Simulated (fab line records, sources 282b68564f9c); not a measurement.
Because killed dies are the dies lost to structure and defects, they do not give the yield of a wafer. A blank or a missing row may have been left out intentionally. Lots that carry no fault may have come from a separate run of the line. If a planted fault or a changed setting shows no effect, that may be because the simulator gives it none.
Struck lot and sound lot, side by side :: flow rit_cmos :: 15 out of 202 route steps
Sound: wafers L488.1, L488.5, L488.6. The struck wafers were L507.1, L507.3, L507.4. At the end, the cause is stated.
Order at every step that has rows: each side's tool, ch and its chambers, its first start. Under that, the readings that differ: sound wafers :: struck wafers :: difference of the means :: sigmas: that difference in standard deviations of wafers without a fault.
alike: same words and numbers on both sides, and readings whose means sit less than 2 such deviations apart. not compared: any withheld reading, any reading some wafer has no value for, any bound like >300 that may hide the same value, and any number with overlapping values for which the record gives no deviation.
Wherever a step has rows on one side only, a row that says differs or no value, or a row with sigmas, the two part there. Numbers that have no deviation but don't overlap get no sigmas and don't part them. Lack of a reading on every wafer of one side parts them only where that side has two or more wafers.

RIT_FOX2_THK_MEAS_01:
  sound on film_metro-04, day 2 14:24; struck on film_metro-01, day 6 09:26
  alike: FOX2_OXIDE_THK
then, 2 steps without rows for these wafers: RIT_FOX2_CLEAN_02 (cleans in dHF, time 180 s); RIT_FOX2_WET_ETCH_03 (etches Si3N4 in H3PO4, target depth 195 nm, time 2700 s).
RIT_FOX2_THK_MEAS_90:
  sound on film_metro-02, day 2 15:17; struck on film_metro-04, day 6 10:22
  alike: FIELD_OXIDE_LEFT_1_THK
then, 6 steps without rows for these wafers: RIT_NWELL_HMDS_00 (prime time 60 s); RIT_NWELL_COAT_01 (resist thk 1300 nm); RIT_NWELL_SOFTBAKE_02 (time 60 s); RIT_NWELL_EXPOSE_03 (exposes mask M2, target cd 43900 nm); RIT_NWELL_PEB_04; RIT_NWELL_DEVELOP_05 (develop time 68 s).
RIT_NWELL_OVL_MEAS_06:
  sound on overlay-01, day 2 16:26; struck on overlay-02, day 6 11:19
  alike: NWELL_OVL
then, 1 step without rows for these wafers: RIT_NWELL_HARDBAKE_07 (time 120 s).
RIT_NWELL_IMPLANT_08:
  sound on implanter-04 ch 0, day 2 16:44; struck on implanter-04 ch 0, day 6 11:36
reading: beam_energy_keV
sound: 170.09 169.99 170.07
struck: 182.37 182.33 182.34
difference: +12.30
sigmas: +99 or more

reading: model.implant.rp_nm (nm)
sound: 221.2 221.2 221.2
struck: 236.7 236.7 236.7
difference: +15.5
sigmas: 

reading: model.implant.drp_nm (nm)
sound: 68.82 68.82 68.82
struck: 72.5 72.5 72.5
difference: +3.7
sigmas: 
  alike: beam_on_s
RIT_NWELL_STRIP_09: strips in O2, time 180 s.
  sound on plasma_asher-02 ch 0,1, day 2 16:53; struck on plasma_asher-03 ch 0,1, day 6 11:45
reading: drypump_motor_current_A (A)
sound: 5.0 5.3 4.9
struck: 6.6 6.2 6.6
difference: +1.4
sigmas: +2
  not compared: rf_hours_counter_h
RIT_M1_PROBE_99:
  sound on prober-02, day 4 09:27; struck on prober-01, day 7 22:56
reading: model.etest.field_p.vt_v (V)
sound: -13.29 -13.24 -13.18
struck: -14.48 -14.52 -14.52
difference: -1.27
sigmas: 
  alike: killed_at_M0_to_M3, killed_at_front_end, killed_dies, killed_open, killed_short
  not compared: model.etest.field_p_metal.vt_v, model.etest.iso_nwell_nwell.bv_v, model.etest.pmos_narrow.vt_less_v

WHERE THEY PART
Earliest at RIT_NWELL_IMPLANT_08; latest, in this record, at RIT_NWELL_STRIP_09. Later steps at which nothing parts them and some readings are alike: RIT_M1_PROBE_99.

WHY: the cause the simulator had injected
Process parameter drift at RIT_NWELL_IMPLANT_08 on implanter-04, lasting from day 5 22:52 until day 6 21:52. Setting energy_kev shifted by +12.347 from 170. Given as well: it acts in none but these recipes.
